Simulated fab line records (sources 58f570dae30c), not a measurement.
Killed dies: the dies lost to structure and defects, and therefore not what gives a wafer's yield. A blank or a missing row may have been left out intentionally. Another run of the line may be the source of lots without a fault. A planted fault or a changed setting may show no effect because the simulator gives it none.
Which tool did it? | flow berkeleyCmos170 | Sampling: 13 lots, 39 wafers, 2 of 331 route steps

== WHAT THE GAUGES SHOWED, per wafer ==
UCB170_SPACER_THK_MEAS_01.
lot  | measured     | on           | SPACER_TEOS_THK (nm)
L950 | day 7 08:05  | filmMetro-02 | 376 383 381
L946 | day 7 08:27  | filmMetro-02 | 382 382 384
L947 | day 7 09:26  | filmMetro-02 | 373 373 377
L952 | day 8 09:09  | filmMetro-03 | 375 375 386
L954 | day 8 20:10  | filmMetro-04 | 418 425 426 418 425 427
L957 | day 9 20:22  | filmMetro-03 | 413 418 424 414 418 424
L958 | day 9 20:25  | filmMetro-02 | 376 376 379
L961 | day 9 20:22  | filmMetro-02 | 365 363 367
L963 | day 10 19:13 | filmMetro-02 | 375 370 377
L965 | day 10 19:26 | filmMetro-02 | 367 372 377
L964 | day 10 19:43 | filmMetro-04 | 375 377 377
L966 | day 11 06:51 | filmMetro-02 | 370 378 380
L969 | day 11 19:12 | filmMetro-03 | 371 378 377

== EACH LOT AND THE TOOL THAT RAN IT (in order: tool; ch and the chambers of the sampled wafers; start) ==
lot  | UCB170_SPACER_CVD_00
L950 | pecvd-03 ch 0,1,2, day 7 08:01
L946 | pecvd-02 ch 0,1,2, day 7 08:24
L947 | pecvd-04 ch 1,2, day 7 09:23
L952 | pecvd-04 ch 0,1, day 8 09:06
L954 | pecvd-03 ch 0,1,2, day 8 20:08
L957 | pecvd-03 ch 0,1, day 9 20:19
L958 | pecvd-02 ch 1,2, day 9 20:19
L961 | pecvd-04 ch 0,1,2, day 9 20:19
L963 | pecvd-04 ch 0,2, day 10 19:09
L965 | pecvd-02 ch 0,1,2, day 10 19:24
L964 | pecvd-04 ch 1,2, day 10 19:40
L966 | pecvd-04 ch 1,2, day 11 06:47
L969 | pecvd-04 ch 0,1, day 11 19:10
- UCB170_SPACER_CVD_00: deposits SiO2 from TEOS/O2, target thk 376 nm, time 47 s.

== AS READ BY THE TOOLS THEMSELVES (means over the sampled wafers that have a number; for cases with no such wafer, the mark the record gives instead) ==
UCB170_SPACER_CVD_00.
lot  | tool     | heaterPowerW (W)
L950 | pecvd-03 | 286
L946 | pecvd-02 | 302
L947 | pecvd-04 | 280
L952 | pecvd-04 | 242
L954 | pecvd-03 | 275
L957 | pecvd-03 | 323
L958 | pecvd-02 | 298
L961 | pecvd-04 | 271
L963 | pecvd-04 | 280
L965 | pecvd-02 | 258
L964 | pecvd-04 | 258
L966 | pecvd-04 | 287
L969 | pecvd-04 | 251

== THE ANSWER, worked out from the rows above alone ==
Rule: the lots themselves supply what counts as usual. The widest of any qualifying gaps counts: lots, ordered by their means at a reading, are off when they make up no more than a third of the lots, leave a main group of 4 or more, and stand apart from it by 3 or more times the standard deviation of that group's means. A main group is skipped when, at the precision printed for the reading in the tables above, its means are all equal. A lot without any number at a reading at which 4 lots or more have one is off too. Any other lot the step has rows for is counted as sound. First the gauges in route order, then the tools' own readings, where a lot's mean is used as printed above. The first step at which some lot is off is used, and at that step the reading that is off furthest; a lot without a number counts as furthest.
Off: at UCB170_SPACER_THK_MEAS_01 (SPACER_TEOS_THK), L954, L957. Mean 376 nm and standard deviation 4.4 in the main group.
A tool fits if, at a process step before that reading, it ran every lot that is off, and no sound lot after the first of them. Gauges at UCB170_SPACER_THK_MEAS_01: tried the same way as those tools. One fits: UCB170_SPACER_CVD_00 on pecvd-03. Its last sound lot is L950 (day 7 08:01), its first lot that is off L954 (day 8 20:08): a fault that began between those two fits.

== WHAT THE SIMULATOR HAD PUT IN ==
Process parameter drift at UCB170_SPACER_CVD_00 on pecvd-03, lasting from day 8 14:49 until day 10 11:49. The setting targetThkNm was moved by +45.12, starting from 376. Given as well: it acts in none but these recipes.
Struck lots among those shown: L954, L957. The rule above reached the same finding.
